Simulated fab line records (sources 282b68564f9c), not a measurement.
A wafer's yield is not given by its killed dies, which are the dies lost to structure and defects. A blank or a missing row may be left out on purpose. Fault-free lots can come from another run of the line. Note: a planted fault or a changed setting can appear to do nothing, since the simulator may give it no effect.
Which of the tools did it? :: flow rit cmos :: 14 lots with 42 wafers sampled at 2 steps, on a route of 202 steps

== WHAT THE GAUGES READ, wafer by wafer ==
Not one reading of a measure or inspect step in the record can be checked against a usual standard deviation.

== EACH LOT AND THE TOOL THAT RAN IT (in order: tool; ch and the chambers of the sampled wafers; start) ==
lot: L747
RIT_SILICIDE_RTA_04: rtp anneal-01 ch 0, day 3 18:05
RIT_M1_PROBE_99: -

lot: L748
RIT_SILICIDE_RTA_04: rtp anneal-01 ch 0, day 3 18:12
RIT_M1_PROBE_99: -

lot: L749
RIT_SILICIDE_RTA_04: rtp anneal-02 ch 0, day 4 01:56
RIT_M1_PROBE_99: -

lot: L750
RIT_SILICIDE_RTA_04: rtp anneal-01 ch 0, day 4 05:19
RIT_M1_PROBE_99: -

lot: L753
RIT_SILICIDE_RTA_04: rtp anneal-02 ch 0, day 4 16:07
RIT_M1_PROBE_99: -

lot: L754
RIT_SILICIDE_RTA_04: rtp anneal-01 ch 0, day 5 00:33
RIT_M1_PROBE_99: -

lot: L755
RIT_SILICIDE_RTA_04: rtp anneal-02 ch 0, day 5 11:58
RIT_M1_PROBE_99: prober-01, day 5 18:32

lot: L757
RIT_SILICIDE_RTA_04: rtp anneal-02 ch 0, day 5 21:48
RIT_M1_PROBE_99: -

lot: L762
RIT_SILICIDE_RTA_04: rtp anneal-01 ch 0, day 7 00:08
RIT_M1_PROBE_99: -

lot: L763
RIT_SILICIDE_RTA_04: rtp anneal-01 ch 0, day 7 07:36
RIT_M1_PROBE_99: -

lot: L764
RIT_SILICIDE_RTA_04: rtp anneal-01 ch 0, day 7 08:03
RIT_M1_PROBE_99: -

lot: L766
RIT_SILICIDE_RTA_04: rtp anneal-01 ch 0, day 7 12:37
RIT_M1_PROBE_99: -

lot: L765
RIT_SILICIDE_RTA_04: rtp anneal-01 ch 0, day 7 12:46
RIT_M1_PROBE_99: -

lot: L768
RIT_SILICIDE_RTA_04: rtp anneal-01 ch 0, day 8 01:02
RIT_M1_PROBE_99: -
- RIT_SILICIDE_RTA_04: time 10 s, ramp up 5 s, ramp down 5 s.
- RIT_M1_PROBE_99

== AS READ BY THE TOOLS THEMSELVES (means over the sampled wafers that have a number; for cases with no such wafer, the mark the record gives instead) ==
RIT_SILICIDE_RTA_04. Usual: wafer_temp_C_max reads 653.5 (standard deviation 0.71).
lot: L747
tool: rtp anneal-01
wafer_temp_C_max: 653.0
flag: 

lot: L748
tool: rtp anneal-01
wafer_temp_C_max: 653.2
flag: 

lot: L749
tool: rtp anneal-02
wafer_temp_C_max: 653.2
flag: 

lot: L750
tool: rtp anneal-01
wafer_temp_C_max: 653.8
flag: 

lot: L753
tool: rtp anneal-02
wafer_temp_C_max: 653.9
flag: 

lot: L754
tool: rtp anneal-01
wafer_temp_C_max: 653.1
flag: 

lot: L755
tool: rtp anneal-02
wafer_temp_C_max: 593.3
flag: OFF

lot: L757
tool: rtp anneal-02
wafer_temp_C_max: 593.5
flag: OFF

lot: L762
tool: rtp anneal-01
wafer_temp_C_max: 653.5
flag: 

lot: L763
tool: rtp anneal-01
wafer_temp_C_max: 653.7
flag: 

lot: L764
tool: rtp anneal-01
wafer_temp_C_max: 653.4
flag: 

lot: L766
tool: rtp anneal-01
wafer_temp_C_max: 653.3
flag: 

lot: L765
tool: rtp anneal-01
wafer_temp_C_max: 653.9
flag: 

lot: L768
tool: rtp anneal-01
wafer_temp_C_max: 653.8
flag: 

RIT_M1_PROBE_99. Usual: killed at contacts 0.1, standard deviation 0.25; killed at front end 7, standard deviation 3.2; killed dies 7, standard deviation 3.2; killed open 3.5, standard deviation 2.2; killed short 3.6, standard deviation 2.1.
lot: L755
tool: prober-01
killed at contacts: 0.0
killed at front end: 9
killed dies: 9
killed open: 4.7
killed short: 4.7
flag: 

== THE ANSWER, worked out from the rows above alone ==
Rule: a lot is off if the mean of its wafers that have a number lies more than 3 standard deviations from the usual mean. A lot without any number at a reading at which 4 lots or more have one is off too. Any other lot the step has rows for is counted as sound. Order of review: gauges by route order, followed by the tools' own readings, for which a lot's mean as printed above is used. The first step at which some lot is off is used, and at that step the reading that is off furthest; a lot without a number counts as furthest.
Off: L755, L757 (RIT_SILICIDE_RTA_04, wafer_temp_C_max).
A tool fits if, at that step or a process step before it, it ran every lot that is off, and no sound lot after the first of them. One fits: RIT_SILICIDE_RTA_04 on rtp anneal-02. A fault onset in the window from L753 (day 4 16:07, its last sound lot) to L755 (day 5 11:58, its first lot off) fits.
On the lots that are off, the tool's own readings at RIT_SILICIDE_RTA_04 differ by more than 5 times the standard deviation of the sound lots' means, which bears it out; wafer_temp_C_max reads 593.4 there versus 653.5 on the sound lots.

== WHAT THE SIMULATOR HAD INSERTED ==
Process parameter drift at RIT_SILICIDE_RTA_04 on rtp anneal-02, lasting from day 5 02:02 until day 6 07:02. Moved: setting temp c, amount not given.
Lots struck among those shown: L755, L757. This agrees with what the rule above found.
